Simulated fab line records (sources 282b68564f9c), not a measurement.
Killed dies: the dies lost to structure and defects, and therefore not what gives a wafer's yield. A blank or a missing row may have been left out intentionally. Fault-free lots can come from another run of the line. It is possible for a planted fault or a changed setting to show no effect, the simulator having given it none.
Which tool is to blame? | flow rit-cmos | 14 lots with 42 wafers sampled at 5 steps, on a route of 202 steps

WHAT EACH GAUGE READ, for each wafer
RIT_NLDD_OVL_MEAS_06.
lot  | measured    | on         | NLDD_OVL (nm)
L408 | day 2 16:58 | overlay-02 | -1.8 -1.6 -1.9
L409 | day 2 23:16 | overlay-02 | -0.5 0.3 -0.4
L411 | day 3 09:52 | overlay-01 | 1.0 1.4 -0.1
L412 | day 3 14:04 | overlay-01 | -0.9 -1.8 -1.1
L413 | day 3 19:12 | overlay-02 | -0.2 0.8 0.9
L418 | day 4 20:05 | overlay-02 | 1.6 1.1 1.7
L422 | day 5 18:07 | overlay-02 | -0.6 0.3 0.2
L424 | day 6 07:02 | overlay-02 | 0.7 1.3 -1.2
L426 | day 6 16:35 | overlay-02 | -0.1 -1.1 -0.5
L427 | day 6 18:22 | overlay-02 | -1.8 -0.3 0.3
L428 | day 7 00:47 | overlay-02 | 0.3 0.1 0.4
L429 | day 7 03:19 | overlay-02 | 1.5 1.4 1.5
L430 | day 7 07:25 | overlay-01 | 0.9 -0.1 -1.2
L431 | day 7 13:33 | overlay-02 | -1.0 0.5 0.3

RIT_CONTACT_CD_MEAS_90: the cd target is 1000 nm.
lot  | measured    | on        | cd-nm (nm)
L408 | day 3 04:40 | cd-sem-02 | 1000.5 1000.5 999.4
L409 | day 3 10:56 | cd-sem-02 | 1001.9 1003.0 1004.4
L411 | day 3 20:57 | cd-sem-01 | 1002.4 1000.6 1000.9
L412 | day 4 01:07 | cd-sem-02 | 1003.5 1004.1 1001.9
L413 | day 4 06:01 | cd-sem-02 | 1001.6 1001.5 1000.7
L418 | day 5 07:16 | cd-sem-02 | 996.6 999.8 996.1
L422 | day 6 05:42 | cd-sem-01 | 1002.0 998.1 1000.7
L424 | day 6 18:04 | cd-sem-02 | 998.9 1000.8 1001.6
L426 | day 7 03:47 | cd-sem-02 | 1002.0 1001.7 1001.8
L427 | day 7 06:03 | cd-sem-02 | 1001.7 1003.5 1002.4
L428 | day 7 13:22 | cd-sem-02 | 1002.0 999.8 1001.7
L429 | day 7 16:10 | cd-sem-02 | 1000.0 999.5 1000.7
L430 | day 7 19:23 | cd-sem-02 | 999.8 998.8 1000.8
L431 | day 8 01:19 | cd-sem-02 | 1001.9 1001.2 1001.0

RIT_M1_CD_MEAS_90: the cd target is 2600 nm.
lot  | measured    | on        | cd-nm (nm)
L408 | day 3 08:13 | cd-sem-01 | 2596 2600 2598
L409 | day 3 14:01 | cd-sem-02 | 2602 2597 2600
L411 | day 3 23:49 | cd-sem-02 | 2602 2600 2601
L412 | day 4 04:14 | cd-sem-01 | - - -
L413 | day 4 09:00 | cd-sem-02 | - - -
L418 | day 5 10:01 | cd-sem-02 | 2604 2601 2603
L422 | day 6 08:40 | cd-sem-02 | 2606 2603 2606
L424 | day 6 21:09 | cd-sem-02 | 2598 2601 2599
L426 | day 7 06:50 | cd-sem-02 | 2598 2603 2604
L427 | day 7 08:55 | cd-sem-02 | 2599 2598 2598
L428 | day 7 16:28 | cd-sem-02 | 2605 2605 2603
L429 | day 7 19:05 | cd-sem-02 | 2601 2603 2606
L430 | day 7 22:25 | cd-sem-02 | 2604 2602 2604
L431 | day 8 04:18 | cd-sem-02 | 2601 2601 2606

EACH LOT AND THE TOOL THAT RAN IT (in order: tool; ch and the chambers of the sampled wafers; start)
lot  | RIT_M1_METAL_ETCH_12             | RIT_M1_STRIP_14
L408 | rie-metal-03 ch 0, day 3 07:20   | plasma-asher-01 ch 0,1, day 3 08:02
L409 | rie-metal-02 ch 0,1, day 3 13:29 | plasma-asher-02 ch 0,1, day 3 13:49
L411 | rie-metal-03 ch 0,1, day 3 23:19 | plasma-asher-03 ch 0,1, day 3 23:38
L412 | rie-metal-02 ch 0,1, day 4 03:32 | plasma-asher-03 ch 0,1, day 4 04:02
L413 | rie-metal-01 ch 0,1, day 4 08:28 | plasma-asher-03 ch 0,1, day 4 08:49
L418 | rie-metal-02 ch 1, day 5 09:30   | plasma-asher-03 ch 0,1, day 5 09:50
L422 | rie-metal-01 ch 0,1, day 6 07:55 | plasma-asher-01 ch 0,1, day 6 08:28
L424 | rie-metal-02 ch 0,1, day 6 20:38 | plasma-asher-01 ch 0,1, day 6 20:59
L426 | rie-metal-02 ch 0,1, day 7 06:19 | plasma-asher-01 ch 0,1, day 7 06:40
L427 | rie-metal-03 ch 1, day 7 08:25   | plasma-asher-02 ch 1, day 7 08:44
L428 | rie-metal-01 ch 0,1, day 7 15:57 | plasma-asher-03 ch 0,1, day 7 16:17
L429 | rie-metal-02 ch 0,1, day 7 18:23 | plasma-asher-01 ch 0,1, day 7 18:54
L430 | rie-metal-03 ch 0,1, day 7 21:53 | plasma-asher-02 ch 0,1, day 7 22:14
L431 | rie-metal-01 ch 0,1, day 8 03:47 | plasma-asher-01 ch 0,1, day 8 04:08
- RIT_M1_METAL_ETCH_12: etches Al in Cl2/BCl3, stops on SiO2, time 165 s, target depth 600 nm.
- RIT_M1_STRIP_14: strips in O2, time 180 s.

AS READ BY THE TOOLS THEMSELVES (means over the sampled wafers that have a number; for cases with no such wafer, the mark the record gives instead)
RIT_M1_METAL_ETCH_12.
lot  | tool         | bcl3-flow-sccm (sccm) | chamber-pressure-mTorr (mTorr) | drypump-motor-current-A (A) | oes-product-au (a.u.) | throttle-valve-pct (%)
L408 | rie-metal-03 | 49.92                 | 100.01                         | 5.8                         | 0.780                 | 8.01
L409 | rie-metal-02 | 50.01                 | 99.99                          | 5.5                         | 0.760                 | 8.29
L411 | rie-metal-03 | 49.94                 | 99.99                          | 5.2                         | 0.766                 | 8.32
L412 | rie-metal-02 | -                     | -                              | -                           | -                     | -
L413 | rie-metal-01 | -                     | -                              | -                           | -                     | -
L418 | rie-metal-02 | 49.91                 | 99.98                          | 5.9                         | 0.755                 | 8.38
L422 | rie-metal-01 | 49.83                 | 100.02                         | 5.4                         | 0.788                 | 8.27
L424 | rie-metal-02 | 49.93                 | 99.91                          | 5.2                         | 0.768                 | 8.16
L426 | rie-metal-02 | 49.87                 | 100.00                         | 5.5                         | 0.760                 | 8.28
L427 | rie-metal-03 | 50.12                 | 100.02                         | 4.9                         | 0.765                 | 8.49
L428 | rie-metal-01 | 50.17                 | 99.96                          | 5.3                         | 0.765                 | 8.27
L429 | rie-metal-02 | 50.04                 | 100.01                         | 5.2                         | 0.771                 | 8.16
L430 | rie-metal-03 | 49.98                 | 99.96                          | 5.5                         | 0.779                 | 8.16
L431 | rie-metal-01 | 49.89                 | 100.03                         | 5.4                         | 0.767                 | 8.25

RIT_M1_STRIP_14.
lot  | tool            | drypump-motor-current-A (A)
L408 | plasma-asher-01 | 6.4
L409 | plasma-asher-02 | 6.4
L411 | plasma-asher-03 | 5.2
L412 | plasma-asher-03 | 5.3
L413 | plasma-asher-03 | 5.8
L418 | plasma-asher-03 | 5.8
L422 | plasma-asher-01 | 6.4
L424 | plasma-asher-01 | 6.0
L426 | plasma-asher-01 | 6.4
L427 | plasma-asher-02 | 6.6
L428 | plasma-asher-03 | 5.7
L429 | plasma-asher-01 | 6.0
L430 | plasma-asher-02 | 6.4
L431 | plasma-asher-01 | 6.0

THE ANSWER, worked out from the rows above alone
Rule: usual is defined by the lots themselves. The widest of any qualifying gaps counts: lots, ordered by their means at a reading, are off when they make up no more than a third of the lots, leave a main group of 4 or more, and stand apart from it by 3 or more times the standard deviation of that group's means. Not used: any main group whose means are identical at the precision the tables above print for the reading. A lot without any number at a reading at which 4 lots or more have one is off too. All remaining lots with rows at the step are treated as sound. The gauges are gone through in route order, then the tools' own readings, and for those a lot's mean is taken as printed above. The first step at which some lot is off is used, and at that step the reading that is off furthest; a lot without a number counts as furthest.
Off: L412, L413, at RIT_M1_CD_MEAS_90 (cd-nm). Without a number there: L412, L413. The main group has a mean of 2602 nm with a standard deviation of 2.2.
If a tool, at a process step before that reading, ran all the lots that are off and no sound lot after the first of them, it fits. Not tried: the gauges at RIT_M1_CD_MEAS_90; whatever is off there is also off at RIT_M1_METAL_ETCH_12, on other tools, and gauge error can't account for it. Not one of the candidates tried fits.

WHAT WAS PUT IN BY THE SIMULATOR
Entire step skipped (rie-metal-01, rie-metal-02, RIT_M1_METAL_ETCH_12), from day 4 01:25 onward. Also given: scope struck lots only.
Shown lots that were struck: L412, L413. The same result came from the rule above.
